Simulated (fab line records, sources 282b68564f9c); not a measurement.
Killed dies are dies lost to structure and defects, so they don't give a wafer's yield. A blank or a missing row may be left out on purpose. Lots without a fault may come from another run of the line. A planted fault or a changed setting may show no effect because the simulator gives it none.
Tool commonality check | flow rit_cmos | 14 lots, 42 wafers sampled

WHY IT WAS OPENED
At RIT_SILICIDE_RS_MEAS_02 the reading SILICIDE_TI_RS is flagged on 2 of 14 lots. Wafers without a fault read 47.9 ohm/sq, standard deviation 0.58.
Rule: a lot is flagged when every wafer of it that has a number lies more than 4 standard deviations from that mean, or none has a number. The other lots count as sound.

lot  | measured    | on            | SILICIDE_TI_RS (ohm/sq), wafer by wafer | flag
L132 | day 3 04:01 | film_metro-01 | 47.7 47.4 49.0                          |
L133 | day 3 10:01 | film_metro-02 | 46.8 47.9 47.2                          |
L134 | day 3 13:56 | film_metro-01 | 48.4 48.3 48.1                          |
L136 | day 4 05:26 | film_metro-02 | 48.7 48.2 48.3                          |
L137 | day 4 07:10 | film_metro-02 | 48.0 47.6 48.5                          |
L138 | day 4 09:03 | film_metro-04 | 48.0 49.1 47.8                          |
L140 | day 4 23:08 | film_metro-04 | 48.5 48.2 48.6                          |
L143 | day 5 19:53 | film_metro-04 | 25.1 25.1 25.3                          | FLAGGED
L146 | day 6 07:01 | film_metro-04 | 24.9 25.0 24.8                          | FLAGGED
L148 | day 6 19:47 | film_metro-04 | 47.2 47.3 47.5                          |
L149 | day 7 06:29 | film_metro-01 | 47.6 47.8 47.7                          |
L151 | day 7 08:08 | film_metro-04 | 46.9 46.6 47.0                          |
L154 | day 8 03:28 | film_metro-04 | 48.0 48.0 47.6                          |
L155 | day 8 05:43 | film_metro-04 | 46.7 47.4 46.8                          |
The numbers of the flagged lots are 25.0 ohm/sq on average: -22.9 ohm/sq against the usual, or -39 standard deviations.

WHICH TOOL RAN EACH LOT
The record holds 2 process steps before the reading, out of a route of 202 steps. In each cell: the tool, then ch and the chambers that the sampled wafers went through, then the start.
lot  | flag    | RIT_GATE_STRIP_20                   | RIT_SILICIDE_SPUTTER_01
L132 |         | plasma_asher-02 ch 0,1, day 2 14:20 | pvd_sputter-02, day 3 03:52
L133 |         | plasma_asher-03 ch 0, day 2 21:04   | pvd_sputter-02, day 3 09:50
L134 |         | plasma_asher-03 ch 0,1, day 3 00:37 | pvd_sputter-01, day 3 13:47
L136 |         | plasma_asher-02 ch 0,1, day 3 15:17 | pvd_sputter-01, day 4 05:17
L137 |         | plasma_asher-01 ch 0,1, day 3 16:42 | pvd_sputter-03, day 4 07:00
L138 |         | plasma_asher-03 ch 0,1, day 3 20:16 | pvd_sputter-02, day 4 08:54
L140 |         | plasma_asher-03 ch 0,1, day 4 09:30 | pvd_sputter-01, day 4 22:57
L143 | FLAGGED | plasma_asher-01 ch 0,1, day 5 05:14 | pvd_sputter-02, day 5 19:44
L146 | FLAGGED | plasma_asher-01 ch 0,1, day 5 17:47 | pvd_sputter-02, day 6 06:50
L148 |         | plasma_asher-01 ch 0,1, day 6 05:55 | pvd_sputter-03, day 6 19:37
L149 |         | plasma_asher-01 ch 0,1, day 6 17:43 | pvd_sputter-01, day 7 06:18
L151 |         | plasma_asher-03 ch 0,1, day 6 18:30 | pvd_sputter-03, day 7 07:56
L154 |         | plasma_asher-02 ch 1, day 7 12:19   | pvd_sputter-01, day 8 03:19
L155 |         | plasma_asher-03 ch 0,1, day 7 15:19 | pvd_sputter-03, day 8 05:32
What these steps do:
- RIT_GATE_STRIP_20: strips in O2, time 180 s.
- RIT_SILICIDE_SPUTTER_01: material Ti, target thk 30 nm, time 240 s.
- RIT_SILICIDE_RS_MEAS_02: measures by four-point-probe.

FLAGGED OVER TOTAL, TOOL BY TOOL (the gauges that took the reading come last)
step                    | tool            | lots run | flagged | share of the flagged lots | sound lots run after its first flagged lot
RIT_GATE_STRIP_20       | plasma_asher-01 | 5        | 2       | all                       | 2 (L148,L149)
RIT_GATE_STRIP_20       | plasma_asher-02 | 3        | 0       | none                      | -
RIT_GATE_STRIP_20       | plasma_asher-03 | 6        | 0       | none                      | -
RIT_SILICIDE_SPUTTER_01 | pvd_sputter-01  | 5        | 0       | none                      | -
RIT_SILICIDE_SPUTTER_01 | pvd_sputter-02  | 5        | 2       | all                       | 0
RIT_SILICIDE_SPUTTER_01 | pvd_sputter-03  | 4        | 0       | none                      | -
RIT_SILICIDE_RS_MEAS_02 | film_metro-01   | 3        | 0       | none                      | -
RIT_SILICIDE_RS_MEAS_02 | film_metro-02   | 3        | 0       | none                      | -
RIT_SILICIDE_RS_MEAS_02 | film_metro-04   | 8        | 2       | all                       | 4 (L148,L151,L154,L155)

WHAT THE TABLE ALLOWS
3 rows of the table ran every flagged lot: plasma_asher-01 at RIT_GATE_STRIP_20, pvd_sputter-02 at RIT_SILICIDE_SPUTTER_01, film_metro-04 at RIT_SILICIDE_RS_MEAS_02.
- plasma_asher-01 at RIT_GATE_STRIP_20: 2 of its 5 lots flagged. Sound lots ran on it after the first flagged one (L148, L149), which a lasting fault on the whole tool wouldn't allow.
- pvd_sputter-02 at RIT_SILICIDE_SPUTTER_01: 2 of its 5 lots flagged. Its last sound lot is L138 (day 4 08:54), its first flagged lot L143 (day 5 19:44): a fault that began between those two fits.
- film_metro-04 at RIT_SILICIDE_RS_MEAS_02: 2 of its 8 lots flagged. Sound lots ran on it after the first flagged one (L148, L151, L154, L155), which a lasting fault on the whole tool wouldn't allow.
One tool is left: pvd_sputter-02 at RIT_SILICIDE_SPUTTER_01.

WHAT THE SIMULATOR HAD PUT IN
Process parameter drift: pvd_sputter-02, from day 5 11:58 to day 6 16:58, at RIT_SILICIDE_SPUTTER_01. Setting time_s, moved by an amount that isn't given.
Lots struck among those shown: L143, L146. The rule above found the same.
